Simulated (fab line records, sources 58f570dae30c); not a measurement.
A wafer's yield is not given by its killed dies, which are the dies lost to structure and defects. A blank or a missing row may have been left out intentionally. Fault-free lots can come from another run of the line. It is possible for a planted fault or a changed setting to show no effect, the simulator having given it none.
A lot that was struck, set against a sound lot / flow berkeley cmos170 / 17 steps out of a route of 331
Sound: these wafers, L653.1, L653.2, L653.3. The struck wafers were L658.2, L658.3, L658.4. The cause is given at the end.
Order at every step that has rows: each side's tool, ch and its chambers, its first start. Under that, the readings that differ: sound wafers / struck wafers / difference of the means / sigmas: that difference in standard deviations of wafers without a fault.
alike: a reading whose means differ by less than 2 such deviations, as well as words and numbers matching on both sides. not compared: withheld readings; readings where some wafer has no value; bounds like >300 that might hide an equal value; numbers whose values overlap and for which the record gives no deviation.
A row with sigmas, a row that says differs or no value, or rows on one side alone: a step with any of these is where the two part. Non-overlapping numbers with no deviation appear without sigmas and do not part them. A reading that every wafer of one side lacks parts them only if that side has two wafers or more.

UCB170_CONTACT_OVL_MEAS_16:
  struck on overlay-01, day 11 04:02; sound on overlay-02, day 10 14:56
  alike: CONTACT_OVL
UCB170_CONTACT_ETCH_17: etches BARC in N2/H2.
  sound on rie diel-04 ch 0,1,3, day 10 14:58; struck on rie diel-01 ch 0,1,3, day 11 04:04
  alike: drypump motor current A, oes product au, throttle valve pct
UCB170_CONTACT_ETCH_18: etches PSG in CHF3/CF4/Ar, stops on TiSi2, target depth 840 nm, time 195 s.
  sound: rie diel-04 ch 0,1,3; struck: rie diel-01 ch 0,1,3
  alike: CHF3_flow_sccm, drypump motor current A, oes product au, throttle valve pct
  not compared: rf hours counter h
UCB170_CONTACT_STRIP_19: strips in O2.
  sound on plasma asher-01 ch 0,1, day 10 15:08; struck on plasma asher-02 ch 0,1, day 11 04:14
  alike: drypump motor current A, oes product au
  not compared: rf hours counter h
UCB170_CONTACT_CD_MEAS_90: target cd 700 nm.
  struck on cd sem-02, day 11 04:21; sound on cd sem-02, day 10 15:14
  alike: cd nm
then, 1 step without rows for these wafers: UCB170_CONTACT_CLEAN_20 (cleans in SPM, time 600 s).
UCB170_M1_SPUTTER_00: material Al, target thk 600 nm, time 80 s.
  struck on pvd sputter-02, day 11 05:53; sound on pvd sputter-02, day 10 15:32
  alike: chamber pressure pa, throttle valve pct
UCB170_M1_RS_MEAS_01: a four-point-probe measurement.
  struck on film metro-02, day 11 05:58; sound on film metro-01, day 10 15:35
  alike: M1_AL_RS
UCB170_M1_THK_MEAS_02: measures by xrf.
  struck on film metro-02, day 11 06:05; sound on film metro-01, day 10 15:43
  alike: M1_AL_THK
then, 3 steps without rows for these wafers: UCB170_M1_COAT_03; UCB170_M1_COAT_04 (resist thk 900 nm); UCB170_M1_SOFTBAKE_05 (time 60 s).
UCB170_M1_EXPOSE_06: exposes mask METAL1, target cd 700 nm.
  sound on krf scanner-01 ch 0, day 10 16:34; struck on krf scanner-01 ch 0, day 11 07:32
reading=mask; sound=METAL1#0 METAL1#0 METAL1#0; struck=METAL1_R1#0 METAL1_R1#0 METAL1_R1#0; difference=differs; sigmas=
then, 2 steps without rows for these wafers: UCB170_M1_PEB_07; UCB170_M1_DEVELOP_08 (develop time 45 s).
UCB170_M1_CD_MEAS_09: target cd 700 nm.
  struck on cd sem-02, day 11 09:46; sound on cd sem-01, day 10 16:58
reading=cd nm (nm); sound=696.0 696.5 697.9; struck=614.5 616.6 615.2; difference=-81.4; sigmas=-51
  not compared: hold
UCB170_M3_PROBE_99:
  rows exist in the record for the sound wafers here (prober-01, day 11 15:41), none for the struck ones

WHERE THEY PART
Earliest at UCB170_M1_EXPOSE_06; latest, in this record, at UCB170_M3_PROBE_99.

WHY: the cause the simulator had injected
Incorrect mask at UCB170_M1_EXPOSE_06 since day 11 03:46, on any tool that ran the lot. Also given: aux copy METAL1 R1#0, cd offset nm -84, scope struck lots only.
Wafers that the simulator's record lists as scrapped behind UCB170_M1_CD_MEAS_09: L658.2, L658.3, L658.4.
